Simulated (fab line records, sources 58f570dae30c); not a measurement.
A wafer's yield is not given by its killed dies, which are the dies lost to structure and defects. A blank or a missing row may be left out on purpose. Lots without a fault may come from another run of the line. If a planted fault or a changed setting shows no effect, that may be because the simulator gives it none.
A struck lot beside a sound one    flow berkeley_cmos170    15 out of 331 route steps
Sound: wafers L603.1, L603.2, L603.5. Struck: wafers L612.2, L612.4, L612.5. The cause comes at the end.
Order at every step that has rows: each side's tool, ch and its chambers, its first start. Under that, the readings that differ: sound wafers    struck wafers    difference of the means    sigmas: that difference in standard deviations of wafers without a fault.
alike: readings whose means differ by less than 2 such deviations, and words and numbers that are the same on both sides. not compared: withheld readings, readings that some wafer has no value for, bounds like >300 that may hide the same value, and numbers for which the record gives no deviation and whose values overlap.
The two part at a step that has a row with sigmas, a row that says differs or no value, or rows on one side only. When numbers do not overlap yet have no deviation, they are printed without sigmas and do not part them. A reading missing from all wafers of one side parts the sides only when that side holds two or more wafers.

UCB170_SDANNEAL_RTA_00: time 10 s.
  sound on rtp_anneal-01 ch 0, day 7 10:27; struck on rtp_anneal-02 ch 0, day 10 02:46
reading             sound              struck             difference  sigmas
anneal_temp_c_max   907.5 909.1 906.8  903.3 903.2 907.2  -3.2        -2
lamp_power_pct (%)  23.5 23.5 23.5     25.4 25.4 25.5     +1.9        +2
  alike: wafer_temp_C_max
UCB170_SDANNEAL_RTA_01: time 5 s.
  sound on rtp_anneal-01 ch 0, day 7 10:31; struck on rtp_anneal-02 ch 0, day 10 02:50
reading             sound           struck          difference  sigmas
lamp_power_pct (%)  36.3 36.3 36.3  39.2 39.3 39.2  +2.9        +2
  alike: anneal_temp_c_max, wafer_temp_C_max
UCB170_SDANNEAL_RS_MEAS_02: measurement is done with a four-point probe.
  struck on film_metro-03, day 10 02:54; sound on film_metro-01, day 7 10:34
  alike: PSD_RS
UCB170_SDANNEAL_RS_MEAS_03: measurement is done with a four-point probe.
  struck on film_metro-03, day 10 03:01; sound on film_metro-01, day 7 10:41
  alike: NSD_RS
UCB170_SDANNEAL_RS_MEAS_04: measurement is done with a four-point probe.
  struck on film_metro-03, day 10 03:08; sound on film_metro-01, day 7 10:49
  alike: PLDD_RS
UCB170_SDANNEAL_RS_MEAS_05: measurement is done with a four-point probe.
  struck on film_metro-03, day 10 03:16; sound on film_metro-01, day 7 10:56
  alike: NLDD_RS
then, 1 step without rows for these wafers: UCB170_SILICIDE_PRE_CLEAN_00 (preclean etch time 60 s).
UCB170_SILICIDE_SPUTTER_01: material Ti, target thk 30 nm, time 25 s.
  struck on pvd_sputter-03, day 10 03:26; sound on pvd_sputter-01, day 7 11:07
  alike: throttle_valve_pct
UCB170_SILICIDE_RS_MEAS_02: measurement is done with a four-point probe.
  struck on film_metro-02, day 10 03:29; sound on film_metro-04, day 7 11:18
  alike: SILICIDE_TI_RS
UCB170_SILICIDE_THK_MEAS_03: measures by xrf.
  struck on film_metro-02, day 10 03:35; sound on film_metro-04, day 7 11:25
  alike: SILICIDE_TI_THK
UCB170_SILICIDE_RTA_04: time 15 s.
  sound on rtp_anneal-01 ch 0, day 7 11:29; struck on rtp_anneal-01 ch 0, day 10 03:39
  alike: anneal_temp_c_max, lamp_power_pct, wafer_temp_C_max
then, 1 step without rows for these wafers: UCB170_SILICIDE_WET_ETCH_05 (etches Ti in SPM, time 45 s).
UCB170_CONTACT_CLEAN_00: cleans in SPM, time 600 s.
  sound on wet_bench-03 ch 0, day 7 11:35; struck on wet_bench-02 ch 0, day 10 03:44
  no value came back on the struck wafers for bath_guard_temp_C (C), bath_heat_duty_pct (%), time_s (s); on the sound wafers bath_guard_temp_C (C) reads 119.5 119.3 119.3
then, 1 step without rows for these wafers: UCB170_CONTACT_CVD_01 (deposits PSG from SiH4/O2/PH3, target thk 700 nm, time 2820 s).
UCB170_M3_PROBE_99:
  rows exist in the record for the sound wafers here (prober-02, day 8 21:46), none for the struck ones

== WHERE THEY PART ==
Earliest at UCB170_SDANNEAL_RTA_00; latest, in this record, at UCB170_M3_PROBE_99.

WHY: whatever the simulator had introduced
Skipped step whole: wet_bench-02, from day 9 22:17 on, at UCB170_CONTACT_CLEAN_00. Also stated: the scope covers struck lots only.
